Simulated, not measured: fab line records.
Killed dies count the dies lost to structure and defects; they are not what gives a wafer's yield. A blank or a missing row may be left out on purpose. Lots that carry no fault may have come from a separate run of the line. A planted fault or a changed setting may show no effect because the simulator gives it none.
fab line records	flow ritCmos
record lots=14	wafers=42	lastDay=7
route steps=202 shown ACTIVE@1 PWELL@47 M1@198
lots with no fault: from the same line, run without faults
startH: start of the lot's first displayed wafer, in hours after the record's first day	waitH: hours since the lot's step before	" identical to the entry in the row above	L1.1+2: several wafers, shown together as one row	- either no value or no given start	* or withheld: withheld	< > ~ a bound
route shown NAME@n: names a module that has steps shown in the file, with the first one's number in the route	usual: average and standard deviation across the fault-free wafers	same: alike in all rows	chamber/n: place in a boat	sites: each site's reading	_std_site: standard deviation across them	_edge_site: outer sites' mean less inner sites'	radiusMm: for every site, how far away it sits from the centre of the wafer	mask NAME#n: copy n	behind: the most recent tool/chamber to have shaped the wafer	hold: cause of the lot's hold/its duration in hours/its outcome	device: the transistor (n, p or np) that didn't switch	end of line: tests run on the same wafers once the route is complete	a step with no rows: only its recipe	killed: dies lost to structure and defects at the first sort, not the wafer's yield	map: a wafer's dies, x killed, . not, _ none there
set.NAME: the setting that was run; set.NAME@STEP: the one run at that earlier step	model.NAME: the simulator's own value behind a step, which no gauge read
one table for each step of the route and one row for each wafer, over a sample of lots
services: a tool's chamber out of use, with start hour (startH, from the record's first day; less than 0 if before it), hours out, and reason
## steps
# step RIT_ACTIVE_BOW_MEAS_00
# recipe mode=bow
# usual INCOMING_BOW=1/6.9
lot.wafer	tool	chamber	startH	waitH	INCOMING_BOW[um]
L187.2	filmMetro-04	-	10.02	-	7
L187.4	"	-	"	"	-6
L187.6	"	-	"	"	-9
L188.1	filmMetro-02	-	15.00	-	-5
L188.3	"	-	"	"	0
L188.4	"	-	"	"	-6
L189.1	filmMetro-04	-	20.00	-	-12
L189.3	"	-	"	"	-9
L189.5	"	-	"	"	-6
L190.2	filmMetro-04	-	25.02	-	-4
L190.3	"	-	"	"	4
L190.4	"	-	"	"	4
L191.1	filmMetro-02	-	30.00	-	2
L191.2	"	-	"	"	4
L191.5	"	-	"	"	18
L192.2	filmMetro-01	-	35.02	-	13
L192.3	"	-	"	"	-4
L192.5	"	-	"	"	-3
L193.1	filmMetro-04	-	40.00	-	6
L193.4	"	-	"	"	-2
L193.5	"	-	"	"	-5
L195.2	filmMetro-01	-	50.02	-	-4
L195.3	"	-	"	"	13
L195.4	"	-	"	"	7
L196.4	filmMetro-04	-	55.06	-	13
L196.5	"	-	"	"	9
L196.6	"	-	"	"	-6
L197.3	filmMetro-01	-	60.04	-	5
L197.5	"	-	"	"	2
L197.6	"	-	"	"	-7
L198.3	filmMetro-01	-	65.04	-	0
L198.4	"	-	"	"	3
L198.6	"	-	"	"	3
L199.1	filmMetro-02	-	70.00	-	-4
L199.4	"	-	"	"	11
L199.6	"	-	"	"	7
L203.4	filmMetro-02	-	90.06	-	-7
L203.5	"	-	"	"	-1
L203.6	"	-	"	"	5
L205.1	filmMetro-04	-	100.00	-	0
L205.3	"	-	"	"	-2
L205.5	"	-	"	"	1
# step RIT_ACTIVE_CD_MEAS_11
# recipe targetCdNm=1400
# usual cdNm=1400.2/2.6
lot.wafer	tool	chamber	startH	waitH	cdNm
L187.2	cdSem-01	-	15.49	-	1395.8
L187.4	"	-	"	"	1398.9
L187.6	"	-	"	"	1397.8
L188.1	cdSem-02	-	19.53	-	1402.7
L188.3	"	-	"	"	1404.7
L188.4	"	-	"	"	1404.2
L189.1	cdSem-01	-	26.78	-	1400.4
L189.3	"	-	"	"	1398.6
L189.5	"	-	"	"	1401.9
L190.2	cdSem-01	-	29.62	-	1399.4
L190.3	"	-	"	"	1399.7
L190.4	"	-	"	"	1403.6
L191.1	cdSem-02	-	35.69	-	1399.7
L191.2	"	-	"	"	1399.7
L191.5	"	-	"	"	1400.1
L192.2	cdSem-02	-	42.02	-	1402.5
L192.3	"	-	"	"	1402.1
L192.5	"	-	"	"	1403.2
L193.1	cdSem-01	-	48.90	-	1406.2
L193.4	"	-	"	"	1401.7
L193.5	"	-	"	"	1402.1
L195.2	cdSem-01	-	55.70	-	1396.9
L195.3	"	-	"	"	1398.5
L195.4	"	-	"	"	1398.0
L196.4	cdSem-01	-	60.06	-	1399.7
L196.5	"	-	"	"	1398.7
L196.6	"	-	"	"	1401.0
L197.3	cdSem-02	-	64.60	-	1399.1
L197.5	"	-	"	"	1400.3
L197.6	"	-	"	"	1399.9
L198.3	cdSem-02	-	69.48	-	1401.8
L198.4	"	-	"	"	1401.5
L198.6	"	-	"	"	1403.0
L199.1	cdSem-02	-	75.88	-	1397.6
L199.4	"	-	"	"	1398.6
L199.6	"	-	"	"	1397.8
L203.4	cdSem-02	-	95.61	-	1403.1
L203.5	"	-	"	"	1402.1
L203.6	"	-	"	"	1401.9
L205.1	cdSem-01	-	105.22	-	1400.9
L205.3	"	-	"	"	1401.0
L205.5	"	-	"	"	1397.9
# step RIT_PWELL_IMPLANT_08
# recipe species=B	energyKev=170	doseCm2=7e+13	tiltDeg=7
# usual beamEnergyKeV=170.00/0.051	doseIonsCm2=7e+13/7.3e+10	faradayCurrentUA=222/4.4	tiltDeg=6.993/0.02
lot.wafer	tool	chamber	startH	waitH	beamEnergyKeV	doseIonsCm2	faradayCurrentUA	tiltDeg
L187.2	implanter-01	0	23.17	0.2	170.00	7.006e+13	229	6.992
L187.4	"	0	"	"	170.02	7.007e+13	213	6.985
L187.6	"	0	"	"	170.03	7.007e+13	219	6.990
L188.1	implanter-01	0	29.10	0.2	170.07	7.007e+13	218	6.969
L188.3	"	0	"	"	170.05	7.004e+13	226	6.987
L188.4	"	0	"	"	170.02	6.992e+13	217	6.978
L189.1	implanter-03	0	34.85	0.2	170.05	7.003e+13	219	6.953
L189.3	"	0	"	"	170.00	6.999e+13	223	6.983
L189.5	"	0	"	"	169.98	7.007e+13	225	6.997
L190.2	implanter-02	0	41.42	0.2	170.09	6.994e+13	222	7.024
L190.3	"	0	"	"	170.03	6.999e+13	218	7.005
L190.4	"	0	"	"	169.99	6.994e+13	222	7.027
L191.1	implanter-01	0	50.77	0.2	169.98	6.997e+13	223	6.987
L191.2	"	0	"	"	169.93	7.002e+13	219	6.987
L191.5	"	0	"	"	169.97	6.99e+13	226	6.978
L192.2	implanter-02	0	54.88	0.2	170.06	7.01e+13	231	6.997
L192.3	"	0	"	"	170.11	6.996e+13	217	7.001
L192.5	"	0	"	"	170.04	6.994e+13	225	6.979
L193.1	implanter-01	0	58.37	0.2	170.03	7.001e+13	217	6.986
L193.4	"	0	"	"	170.00	6.996e+13	226	6.957
L193.5	"	0	"	"	169.96	6.996e+13	217	6.946
L195.2	implanter-01	0	66.74	0.2	170.07	6.996e+13	217	7.007
L195.3	"	0	"	"	170.03	7.006e+13	221	6.983
L195.4	"	0	"	"	170.04	7.009e+13	218	7.028
L196.4	implanter-02	0	70.70	0.2	169.94	6.998e+13	216	6.985
L196.5	"	0	"	"	169.97	6.986e+13	231	7.004
L196.6	"	0	"	"	169.92	7.005e+13	218	6.955
L197.3	implanter-01	0	74.77	0.2	170.00	6.998e+13	218	7.001
L197.5	"	0	"	"	170.01	6.993e+13	225	6.986
L197.6	"	0	"	"	169.99	6.994e+13	225	6.999
L198.3	implanter-01	0	78.88	0.2	169.94	6.999e+13	217	6.996
L198.4	"	0	"	"	169.99	6.988e+13	233	7.024
L198.6	"	0	"	"	170.06	6.997e+13	217	6.988
L199.1	implanter-01	0	88.14	0.2	169.99	6.994e+13	226	7.036
L199.4	"	0	"	"	169.98	6.99e+13	215	7.028
L199.6	"	0	"	"	170.03	6.986e+13	225	6.993
L203.4	implanter-01	0	105.45	0.2	169.99	8.12e+13	261	7.002
L203.5	"	0	"	"	169.99	8.123e+13	254	6.986
L203.6	"	0	"	"	170.11	8.12e+13	252	6.998
L205.1	implanter-01	0	116.13	0.2	170.01	8.126e+13	258	6.993
L205.3	"	0	"	"	170.06	8.121e+13	260	7.003
L205.5	"	0	"	"	170.03	8.128e+13	252	6.987
# step RIT_PWELL_TW_MEAS_10
# usual PWELL_TW=950/11
lot.wafer	tool	chamber	startH	waitH	PWELL_TW
L187.2	filmMetro-03	-	23.48	0.1	960
L187.4	"	-	"	"	961
L187.6	"	-	"	"	967
L188.1	filmMetro-02	-	29.43	0.1	936
L188.3	"	-	"	"	936
L188.4	"	-	"	"	939
L189.1	filmMetro-01	-	35.17	0.1	954
L189.3	"	-	"	"	946
L189.5	"	-	"	"	946
L190.2	filmMetro-02	-	41.73	0.1	935
L190.3	"	-	"	"	932
L190.4	"	-	"	"	931
L191.1	filmMetro-02	-	51.10	0.1	941
L191.2	"	-	"	"	935
L191.5	"	-	"	"	932
L192.2	filmMetro-03	-	55.19	0.1	957
L192.3	"	-	"	"	961
L192.5	"	-	"	"	963
L193.1	filmMetro-02	-	58.70	0.1	938
L193.4	"	-	"	"	936
L193.5	"	-	"	"	937
L195.2	filmMetro-01	-	67.05	0.1	960
L195.3	"	-	"	"	964
L195.4	"	-	"	"	959
L196.4	filmMetro-01	-	70.98	0.1	955
L196.5	"	-	"	"	953
L196.6	"	-	"	"	954
L197.3	filmMetro-03	-	75.06	0.1	966
L197.5	"	-	"	"	960
L197.6	"	-	"	"	965
L198.3	filmMetro-02	-	79.17	0.1	943
L198.4	"	-	"	"	940
L198.6	"	-	"	"	932
L199.1	filmMetro-03	-	88.47	0.1	959
L199.4	"	-	"	"	954
L199.6	"	-	"	"	961
L203.4	filmMetro-02	-	105.73	0.1	981
L203.5	"	-	"	"	982
L203.6	"	-	"	"	976
L205.1	filmMetro-01	-	116.46	0.1	1002
L205.3	"	-	"	"	1000
L205.5	"	-	"	"	1006
# step RIT_WELLDRIVE_RS_MEAS_02
# recipe thkMeasGauge=four-point-probe
# usual PWELL_RS=429.7/1.4
lot.wafer	tool	chamber	startH	waitH	PWELL_RS[ohm/sq]
L187.2	filmMetro-02	-	28.78	0.1	431.9
L187.4	"	-	"	"	428.6
L187.6	"	-	"	"	429.3
L188.1	filmMetro-02	-	35.29	0.1	428.4
L188.3	"	-	"	"	426.7
L188.4	"	-	"	"	428.8
L189.1	filmMetro-03	-	44.80	0.1	431.5
L189.3	"	-	"	"	432.2
L189.5	"	-	"	"	430.6
L190.2	filmMetro-03	-	49.90	0.1	430.0
L190.3	"	-	"	"	429.6
L190.4	"	-	"	"	429.6
L191.1	filmMetro-02	-	56.77	0.1	428.6
L191.2	"	-	"	"	428.8
L191.5	"	-	"	"	428.1
L192.2	filmMetro-02	-	61.72	0.1	429.7
L192.3	"	-	"	"	429.2
L192.5	"	-	"	"	428.6
L193.1	filmMetro-01	-	64.65	0.1	431.1
L193.4	"	-	"	"	431.0
L193.5	"	-	"	"	430.7
L195.2	filmMetro-03	-	73.08	0.1	430.0
L195.3	"	-	"	"	429.7
L195.4	"	-	"	"	428.4
L196.4	filmMetro-02	-	78.20	0.1	429.8
L196.5	"	-	"	"	430.1
L196.6	"	-	"	"	431.2
L197.3	filmMetro-02	-	80.90	0.1	428.2
L197.5	"	-	"	"	428.7
L197.6	"	-	"	"	428.8
L198.3	filmMetro-01	-	85.81	0.1	427.0
L198.4	"	-	"	"	428.2
L198.6	"	-	"	"	427.4
L199.1	filmMetro-03	-	93.73	0.1	429.7
L199.4	"	-	"	"	431.7
L199.6	"	-	"	"	431.0
L203.4	filmMetro-03	-	112.57	0.1	392.0
L203.5	"	-	"	"	391.2
L203.6	"	-	"	"	393.5
L205.1	filmMetro-03	-	122.82	0.1	390.7
L205.3	"	-	"	"	390.7
L205.5	"	-	"	"	391.9
# step RIT_M1_STRIP_14
# recipe chemistry=O2	timeS=180	platenTempC=withheld	powerW=500	pressureMtorr=4000	o2FlowSccm=4000
# usual chamberPressureMTorr=4000/3.3	drypumpMotorCurrentA=5.9/0.54
lot.wafer	tool	chamber	startH	waitH	chamberPressureMTorr	drypumpMotorCurrentA	rfHoursCounterH
L187.2	plasmaAsher-03	1	65.50	0.0	4001	6.4	41
L187.4	"	0	"	"	3998	5.6	-
L187.6	"	0	"	"	4007	5.6	-
L188.1	plasmaAsher-03	1	70.03	0.0	4001	6.4	42
L188.3	"	1	"	"	4004	6.4	-
L188.4	"	0	"	"	4000	5.6	-
L189.1	plasmaAsher-02	1	74.13	0.0	4000	4.9	41
L189.3	"	0	"	"	4002	6.6	-
L189.5	"	0	"	"	3997	6.6	-
L190.2	plasmaAsher-03	0	79.30	0.0	3998	5.6	43
L190.3	"	1	"	"	3999	6.4	-
L190.4	"	0	"	"	3994	5.6	-
L191.1	plasmaAsher-03	0	86.74	0.0	3999	5.6	43
L191.2	"	1	"	"	3997	6.4	43
L191.5	"	0	"	"	3999	5.6	-
L192.2	plasmaAsher-01	0	91.59	0.0	3999	6.2	31
L192.3	"	0	"	"	4001	6.1	-
L192.5	"	0	"	"	4001	6.2	-
L193.1	plasmaAsher-02	0	95.54	0.0	4002	6.5	43
L193.4	"	0	"	"	3998	6.6	-
L193.5	"	0	"	"	3999	6.6	-
L195.2	plasmaAsher-02	0	103.17	0.0	4002	6.6	44
L195.3	"	1	"	"	4000	4.9	-
L195.4	"	0	"	"	3996	6.6	-
L196.4	plasmaAsher-03	0	108.54	0.1	4003	5.6	-
L196.5	"	1	"	"	4004	6.4	-
L196.6	"	0	"	"	3999	5.6	-
L197.3	plasmaAsher-03	0	110.24	0.1	4003	5.6	-
L197.5	"	0	"	"	4001	5.6	-
L197.6	"	1	"	"	4003	6.5	-
L198.3	plasmaAsher-03	0	115.99	0.1	3997	5.6	-
L198.4	"	1	"	"	3998	6.4	-
L198.6	"	0	"	"	4001	5.6	-
L199.1	plasmaAsher-01	0	122.29	0.0	4003	6.2	35
L199.4	"	1	"	"	4002	5.7	-
L199.6	"	1	"	"	4000	5.6	-
L203.4	plasmaAsher-03	1	140.48	0.1	3999	6.5	-
L203.5	"	0	"	"	4002	5.6	-
L203.6	"	1	"	"	3998	6.5	-
L205.1	plasmaAsher-02	0	157.28	0.0	4000	6.6	49
L205.3	"	0	"	"	4000	6.6	-
L205.5	"	1	"	"	3998	4.9	-
# step RIT_M1_PROBE_99
# usual killed_at_M0_to_M3=0.0/0.083	killedAtContacts=0.1/0.23	killedAtFrontEnd=6.2/2.8	killedDies=6.3/2.7	killedOpen=3.1/2	killedShort=3.2/1.8
# same grossDies=264	killed_at_M4_up=0	killedAtBackSide=0	killedAtOther=0
lot.wafer	tool	chamber	startH	waitH	killed_at_M0_to_M3	killedAtContacts	killedAtFrontEnd	killedDies	killedOpen	killedShort
L199.1	prober-01	-	124.20	0.1	0	0	7	7	5	2
L199.4	prober-01	-	124.35	0.2	0	0	3	3	0	3
L199.6	prober-01	-	124.45	0.2	0	0	8	8	4	4
L203.4	prober-01	-	142.54	0.2	0	0	12	12	4	8
L203.5	prober-01	-	142.59	0.2	0	1	8	9	6	3
L203.6	prober-01	-	142.64	0.2	0	0	10	10	6	4
# killed by level:class
L199.1 GATE:geometricParticle:open=3 FOX2:geometricParticle:open=1 GATE:geometricParticle:short=1 REOX:geometricParticle:open=1 SPACER:geometricParticle:short=1
L199.4 GATE:geometricParticle:short=2 REOX:geometricParticle:short=1
L199.6 GATE:geometricParticle:short=3 FOX2:geometricParticle:open=1 GATE:geometricParticle:open=1 REOX:geometricParticle:open=1 SPACER:geometricParticle:short=1 SILICIDE:geometricParticle:open=1
L203.4 GATE:geometricParticle:short=4 FOX2:geometricParticle:short=2 SILICIDE:geometricParticle:open=2 FOX1:geometricParticle:short=1 FOX2:geometricParticle:open=1 REOX:geometricParticle:open=1 SILICIDE:geometricParticle:short=1
L203.5 GATE:geometricParticle:open=3 SPACER:geometricParticle:open=3 GATE:geometricParticle:short=1 SPACER:geometricParticle:short=1 CONTACT:geometricParticle:short=1
L203.6 GATE:geometricParticle:open=3 SILICIDE:geometricParticle:open=3 GATE:geometricParticle:short=2 REOX:geometricParticle:short=1 SILICIDE:geometricParticle:short=1
## services
tool	chamber	startH	hours	kind
implanter-01	-	8.40	5.9	repair
plasmaAsher-03	-	10.31	2.8	pm
plasmaAsher-02	-	25.54	0.4	repair
plasmaAsher-01	-	31.67	4.0	pm
implanter-03	-	41.04	3.2	pm
implanter-03	-	59.08	37.7	repair
implanter-02	-	98.24	3.3	pm
implanter-02	-	102.77	3.7	pm
implanter-03	-	106.98	2.0	repair
implanter-02	-	134.19	20.5	pm
## key
firstSign step=RIT_PWELL_IMPLANT_08	reading=doseIonsCm2	direction=up	sigmas=99+	usual=7e+13	struck=8.123e+13
effect step=RIT_PWELL_IMPLANT_08	reading=faradayCurrentUA	direction=up	sigmas=7.7	usual=222	struck=256
effect step=RIT_PWELL_TW_MEAS_10	reading=PWELL_TW	direction=up	sigmas=3.7	usual=950	struck=991
effect step=RIT_WELLDRIVE_RS_MEAS_02	reading=PWELL_RS	direction=down	sigmas=27	usual=429.7	struck=391.7
metAt RIT_PWELL_IMPLANT_08
struckLots L203,L205
testerLeftOut L203,L205
notActingAt RIT_ACTIVE_BOW_MEAS_00,RIT_ACTIVE_CD_MEAS_11,RIT_M1_STRIP_14
onsetBetween 88.14 105.45
fault kind=processParameterDrift	tool=implanter-01	chamber=-	onsetH=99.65	steps=RIT_PWELL_IMPLANT_08	channel=doseCm2	offset=1.12e+13	shape=step	endH=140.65	actsIn=theseRecipesOnly	stated=7e+13
# testerLeftOut: of these lots the tester's yield and bins aren't shown, on N5 and GAA mostly nor the transistor test; their killed dies are dies lost to structure and defects alone, not to doping, threshold or leakage, so they don't give the yield
